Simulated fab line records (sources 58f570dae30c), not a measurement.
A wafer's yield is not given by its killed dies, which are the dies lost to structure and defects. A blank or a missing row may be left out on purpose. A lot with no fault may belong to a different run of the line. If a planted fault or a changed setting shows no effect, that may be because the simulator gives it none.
fab line records | flow berkeley-cmos170
[record] lots = 7 | wafers = 21 | last-day = 12
route steps=331 shown PSD@176 NSD@187
lots that met no fault: taken from a fault-free run of the same line
start-h: hours from the record's opening day to when the first of the lot's shown wafers began | wait-h: hours from the lot's prior step to this one | " as in the row above | L1.1+2: several wafers, shown together as one row | - no value present, or no start provided | * or withheld: withheld | < > ~ a bound
route shown NAME@n: a module of which the file shows steps, and the number in the route of the first | usual: the fault-free wafers' mean and standard deviation | same: alike in all rows | chamber/n: place in a boat | sites: readings site by site | _std_site: standard deviation across them | _edge_site: inner sites' mean taken away from outer sites' mean | radius-mm: for every site, how far away it sits from the centre of the wafer | mask NAME#n: copy n | behind: the last tool/chamber to shape the wafer | hold: what put the lot on hold/how long, in hours/how the hold closed | device: whichever transistor did not switch (one of n, p or np) | end of line: the route-end tests of the same wafers | step lacking rows: just its recipe | killed: at the first sort, the dies lost to defects and structure; wafer yield is something else | map: a wafer's dies, marking killed ones x, the rest . and places with no die _
set.NAME: the setting that was run; set.NAME@STEP: the one run at that earlier step | model.NAME: the simulator's own value behind a step, which no gauge read
lots at some steps of the route; a table a step, a row a wafer
services: the hour from which a tool's chamber was out of use, counted from the record's first day as start-h (under 0 if before that day), plus the number of hours and why
[[steps]]
[step UCB170_PSD_COAT_01]
[recipe] resist = KrF | spin-rpm = 1500 | resist-thk-nm = 900
[step UCB170_PSD_SOFTBAKE_02]
[recipe] resist = KrF | temp-c = 130 | time-s = 60
[step UCB170_PSD_EXPOSE_03]
[recipe] mask-id = PSELECT_MOD | na = 0.5 | sigma-outer = 0.6 | source-shape = conventional | target-cd-nm = 1200 | dose-mj = 29.62
[step UCB170_PSD_PEB_04]
[recipe] peb-temp-c = 130 | peb-time-s = withheld | resist = KrF
[step UCB170_PSD_DEVELOP_05]
[recipe] developer = TMAH | develop-time-s = 45 | resist = KrF | dev-temp-c = 21
[step UCB170_PSD_CD_MEAS_06]
[recipe] target-cd-nm = 1200
[usual] cd-nm = 1199.8/1.3
lot.wafer | tool      | chamber | start-h | wait-h | cd-nm
L835.2    | cd-sem-01 | -       | 158.85  | -      | 1200.2
L835.5    | "         | -       | "       | "      | 1200.6
L835.6    | "         | -       | "       | "      | 1202.4
L847.3    | cd-sem-01 | -       | 213.52  | -      | 1200.3
L847.4    | "         | -       | "       | "      | 1198.5
L847.6    | "         | -       | "       | "      | 1199.0
L850.1    | cd-sem-01 | -       | 228.58  | -      | 1199.8
L850.3    | "         | -       | "       | "      | 1198.2
L850.6    | "         | -       | "       | "      | 1198.7
L853.3    | cd-sem-02 | -       | 245.00  | -      | 1201.5
L853.4    | "         | -       | "       | "      | 1201.6
L853.6    | "         | -       | "       | "      | 1202.4
L852.1    | cd-sem-01 | -       | 245.44  | -      | 1199.4
L852.4    | "         | -       | "       | "      | 1200.4
L852.6    | "         | -       | "       | "      | 1200.1
L854.3    | cd-sem-01 | -       | 253.10  | -      | 1199.9
L854.4    | "         | -       | "       | "      | 1200.0
L854.5    | "         | -       | "       | "      | 1199.5
L855.1    | cd-sem-02 | -       | 260.51  | -      | 1199.0
L855.4    | "         | -       | "       | "      | 1197.7
L855.5    | "         | -       | "       | "      | 1197.9
[step UCB170_PSD_OVL_MEAS_07]
[usual] PSD_OVL = 0/7.1
lot.wafer | tool       | chamber | start-h | wait-h | PSD_OVL[nm]
L835.2    | overlay-02 | -       | 158.96  | 0.1    | 10
L835.5    | "          | -       | "       | "      | 7
L835.6    | "          | -       | "       | "      | 10
L847.3    | overlay-02 | -       | 213.61  | 0.1    | 1
L847.4    | "          | -       | "       | "      | 3
L847.6    | "          | -       | "       | "      | -8
L850.1    | overlay-02 | -       | 228.70  | 0.1    | -1
L850.3    | "          | -       | "       | "      | 4
L850.6    | "          | -       | "       | "      | -5
L853.3    | overlay-01 | -       | 245.09  | 0.1    | 1
L853.4    | "          | -       | "       | "      | -6
L853.6    | "          | -       | "       | "      | -9
L852.1    | overlay-01 | -       | 245.56  | 0.1    | 2
L852.4    | "          | -       | "       | "      | 5
L852.6    | "          | -       | "       | "      | -3
L854.3    | overlay-01 | -       | 253.20  | 0.1    | 8
L854.4    | "          | -       | "       | "      | 10
L854.5    | "          | -       | "       | "      | 3
L855.1    | overlay-01 | -       | 260.63  | 0.1    | 1
L855.4    | "          | -       | "       | "      | -5
L855.5    | "          | -       | "       | "      | -4
[step UCB170_PSD_IMPLANT_08]
[recipe] species = B | dose-cm2 = 3e+15 | energy-kev = 20 | tilt-deg = 7
[step UCB170_PSD_STRIP_09]
[recipe] chemistry = O2 | power-w = 400 | pressure-mtorr = 3500 | platen-temp-c = withheld | o2-flow-sccm = 400 | overash-fraction = 0.5
[usual] drypump-motor-current-A = 5.97/0.29 | oes-product-au = 0.600/0.0045 | strip-time-to-endpoint-s = 29.37/0.066
lot.wafer | tool            | chamber | start-h | wait-h | drypump-motor-current-A | oes-product-au | rf-hours-counter-h | strip-time-to-endpoint-s
L835.2    | plasma-asher-03 | 0       | 159.14  | 0.1    | 5.81                    | 0.599          | 6                  | 29.49
L835.5    | "               | 0       | "       | "      | 5.76                    | 0.592          | -                  | 29.44
L835.6    | "               | 1       | "       | "      | 6.10                    | 0.604          | -                  | 29.37
L847.3    | plasma-asher-03 | 1       | 213.82  | 0.1    | 6.10                    | 0.600          | -                  | 29.31
L847.4    | "               | 0       | "       | "      | 5.78                    | 0.607          | -                  | 29.27
L847.6    | "               | 1       | "       | "      | 6.10                    | 0.604          | -                  | 29.28
L850.1    | plasma-asher-02 | 0       | 228.89  | 0.1    | 6.10                    | 0.606          | 47                 | 29.32
L850.3    | "               | 1       | "       | "      | 5.74                    | 0.599          | -                  | 29.41
L850.6    | "               | 1       | "       | "      | 5.75                    | 0.599          | -                  | 29.34
L853.3    | plasma-asher-01 | 0       | 245.30  | 0.1    | 5.51                    | 0.600          | -                  | 29.31
L853.4    | "               | 1       | "       | "      | 6.57                    | 0.593          | -                  | 29.43
L853.6    | "               | 0       | "       | "      | 5.50                    | 0.596          | -                  | 29.39
L852.1    | plasma-asher-03 | 1       | 245.75  | 0.1    | 6.11                    | 0.602          | 17                 | 29.36
L852.4    | "               | 1       | "       | "      | 6.13                    | 0.599          | -                  | 29.37
L852.6    | "               | 1       | "       | "      | 6.12                    | 0.591          | -                  | 29.25
L854.3    | plasma-asher-02 | 1       | 253.40  | 0.1    | 5.74                    | 0.598          | -                  | 29.37
L854.4    | "               | 0       | "       | "      | 6.09                    | 0.595          | -                  | 29.32
L854.5    | "               | 0       | "       | "      | 6.11                    | 0.608          | -                  | 29.38
L855.1    | plasma-asher-01 | 0       | 260.81  | 0.1    | 5.51                    | 0.595          | 62                 | 29.37
L855.4    | "               | 0       | "       | "      | 5.51                    | 0.604          | -                  | 29.36
L855.5    | "               | 0       | "       | "      | 5.51                    | 0.599          | -                  | 29.32
[step UCB170_PSD_TW_MEAS_10]
[usual] PSD_TW = 2334/17
lot.wafer | tool          | chamber | start-h | wait-h | PSD_TW
L835.2    | film-metro-01 | -       | 159.25  | 0.1    | 2359
L835.5    | "             | -       | "       | "      | 2348
L835.6    | "             | -       | "       | "      | 2353
L847.3    | film-metro-02 | -       | 213.90  | 0.1    | 2327
L847.4    | "             | -       | "       | "      | 2319
L847.6    | "             | -       | "       | "      | 2337
L850.1    | film-metro-02 | -       | 228.99  | 0.1    | 2323
L850.3    | "             | -       | "       | "      | 2339
L850.6    | "             | -       | "       | "      | 2328
L853.3    | film-metro-02 | -       | 245.38  | 0.1    | 2319
L853.4    | "             | -       | "       | "      | 2323
L853.6    | "             | -       | "       | "      | 2330
L852.1    | film-metro-01 | -       | 245.85  | 0.1    | 2352
L852.4    | "             | -       | "       | "      | 2376
L852.6    | "             | -       | "       | "      | 2358
L854.3    | film-metro-01 | -       | 253.49  | 0.1    | 2360
L854.4    | "             | -       | "       | "      | 2361
L854.5    | "             | -       | "       | "      | 2373
L855.1    | film-metro-04 | -       | 260.91  | 0.1    | 2317
L855.4    | "             | -       | "       | "      | 2323
L855.5    | "             | -       | "       | "      | 2320
[step UCB170_PSD_CLEAN_11]
[recipe] chemistry = SPM | temp-c = 120 | time-s = 600
[step UCB170_NSD_HMDS_00]
[recipe] prime-time-s = 60 | prime-temp-c = 100
[step UCB170_NSD_COAT_01]
[recipe] resist = KrF | spin-rpm = 1500 | resist-thk-nm = 900
[usual] chill-plate-temp-C = 22.98/0.096 | dispense-pressure-kPa = 47/3.4 | spin-speed-rpm = 1500.0/0.95
lot.wafer | tool           | chamber | start-h | wait-h | chill-plate-temp-C | dispense-pressure-kPa | spin-speed-rpm
L835.2    | litho-track-02 | 0       | 160.56  | 0.1    | 22.97              | 44                    | 1499.7
L835.5    | "              | 0       | "       | "      | 23.00              | 44                    | 1499.9
L835.6    | "              | 0       | "       | "      | 23.01              | 44                    | 1499.0
L847.3    | litho-track-04 | 0       | 214.33  | 0.1    | 22.88              | 51                    | 1500.4
L847.4    | "              | 0       | "       | "      | 22.94              | 51                    | 1501.5
L847.6    | "              | 0       | "       | "      | 23.00              | 51                    | 1499.5
L850.1    | litho-track-04 | -       | 229.92  | 0.1    | -                  | -                     | -
L850.3    | "              | -       | "       | "      | -                  | -                     | -
L850.6    | "              | -       | "       | "      | -                  | -                     | -
L853.3    | litho-track-04 | -       | 246.00  | 0.1    | -                  | -                     | -
L853.4    | "              | -       | "       | "      | -                  | -                     | -
L853.6    | "              | -       | "       | "      | -                  | -                     | -
L852.1    | litho-track-01 | -       | 246.28  | 0.1    | -                  | -                     | -
L852.4    | "              | -       | "       | "      | -                  | -                     | -
L852.6    | "              | -       | "       | "      | -                  | -                     | -
L854.3    | litho-track-01 | 0       | 254.15  | 0.1    | 22.93              | 46                    | 1500.1
L854.4    | "              | 0       | "       | "      | 22.96              | 46                    | 1500.2
L854.5    | "              | 0       | "       | "      | 23.00              | 46                    | 1498.9
L855.1    | litho-track-01 | 0       | 261.69  | 0.1    | 23.23              | 46                    | 1499.8
L855.4    | "              | 0       | "       | "      | 23.09              | 46                    | 1498.0
L855.5    | "              | 0       | "       | "      | 23.03              | 46                    | 1498.9
[step UCB170_NSD_SOFTBAKE_02]
[recipe] resist = KrF | temp-c = 130 | time-s = 60
[step UCB170_NSD_EXPOSE_03]
[recipe] mask-id = NSELECT_MOD | na = 0.5 | sigma-outer = 0.6 | source-shape = conventional | target-cd-nm = 1200 | dose-mj = 30
[step UCB170_NSD_PEB_04]
[recipe] peb-temp-c = 130 | peb-time-s = withheld | resist = KrF
[step UCB170_NSD_DEVELOP_05]
[recipe] developer = TMAH | develop-time-s = 45 | resist = KrF | dev-temp-c = 21
[step UCB170_NSD_CD_MEAS_06]
[recipe] target-cd-nm = 1200
[usual] cd-nm = 1200.3/1.6
lot.wafer | tool      | chamber | start-h | wait-h | cd-nm
L835.2    | cd-sem-01 | -       | 162.75  | -      | 1200.9
L835.5    | "         | -       | "       | "      | 1202.8
L835.6    | "         | -       | "       | "      | 1201.4
L847.3    | cd-sem-02 | -       | 215.36  | -      | 1200.5
L847.4    | "         | -       | "       | "      | 1200.2
L847.6    | "         | -       | "       | "      | 1200.2
L850.1    | cd-sem-02 | -       | 231.85  | -      | -
L850.3    | "         | -       | "       | "      | -
L850.6    | "         | -       | "       | "      | -
L853.3    | cd-sem-02 | -       | 246.81  | -      | -
L853.4    | "         | -       | "       | "      | -
L853.6    | "         | -       | "       | "      | -
L852.1    | cd-sem-02 | -       | 247.10  | -      | -
L852.4    | "         | -       | "       | "      | -
L852.6    | "         | -       | "       | "      | -
L854.3    | cd-sem-01 | -       | 255.41  | -      | 1200.5
L854.4    | "         | -       | "       | "      | 1200.8
L854.5    | "         | -       | "       | "      | 1201.3
L855.1    | cd-sem-02 | -       | 262.43  | -      | 1201.0
L855.4    | "         | -       | "       | "      | 1201.2
L855.5    | "         | -       | "       | "      | 1202.9
[step UCB170_NSD_OVL_MEAS_07]
[usual] NSD_OVL = -2/5.6
lot.wafer | tool       | chamber | start-h | wait-h | NSD_OVL[nm]
L835.2    | overlay-01 | -       | 162.86  | 0.1    | 2
L835.5    | "          | -       | "       | "      | 4
L835.6    | "          | -       | "       | "      | 2
L847.3    | overlay-01 | -       | 215.45  | 0.1    | -1
L847.4    | "          | -       | "       | "      | 8
L847.6    | "          | -       | "       | "      | 2
L850.1    | overlay-02 | -       | 231.97  | 0.1    | -
L850.3    | "          | -       | "       | "      | -
L850.6    | "          | -       | "       | "      | -
L853.3    | overlay-01 | -       | 246.90  | 0.1    | -
L853.4    | "          | -       | "       | "      | -
L853.6    | "          | -       | "       | "      | -
L852.1    | overlay-01 | -       | 247.25  | 0.1    | -
L852.4    | "          | -       | "       | "      | -
L852.6    | "          | -       | "       | "      | -
L854.3    | overlay-01 | -       | 255.50  | 0.1    | 4
L854.4    | "          | -       | "       | "      | -5
L854.5    | "          | -       | "       | "      | 0
L855.1    | overlay-01 | -       | 262.55  | 0.1    | -10
L855.4    | "          | -       | "       | "      | -10
L855.5    | "          | -       | "       | "      | -15
[[services]]
tool            | chamber | start-h | hours | kind
plasma-asher-02 | -       | 151.12  | 2.8   | pm
plasma-asher-01 | -       | 152.76  | 8.7   | repair
plasma-asher-02 | -       | 164.43  | 2.4   | repair
plasma-asher-01 | -       | 190.57  | 3.3   | repair
[[key]]
[first-sign] step = UCB170_NSD_COAT_01 | reading = tool-record | direction = missing
[effect] step = UCB170_NSD_CD_MEAS_06 | reading = cd-nm | direction = missing
[effect] step = UCB170_NSD_OVL_MEAS_07 | reading = NSD_OVL | direction = missing
met-at UCB170_NSD_COAT_01
struck-wafers L850.1,L850.3,L850.6,L852.1,L852.4,L852.6,L853.3,L853.4,L853.6
sort-left-out L850.1,L850.3,L850.6,L852.1,L852.4,L852.6,L853.3,L853.4,L853.6
tester-left-out L850,L852,L853
onset-between 214.33 229.92
[fault] kind = skipped-step-whole | tool = litho-track-01,litho-track-04 | chamber = - | onset-h = 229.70 | steps = UCB170_NSD_COAT_01 | scope = struck-lots-only
// tester-left-out: of these lots the tester's yield and bins aren't shown, on N5 and GAA mostly nor the transistor test; their killed dies are dies lost to structure and defects alone, not to doping, threshold or leakage, so they don't give the yield
// sort-left-out: the simulated sort isn't trusted on such a fault, so these wafers' sort isn't shown, and their yield isn't known
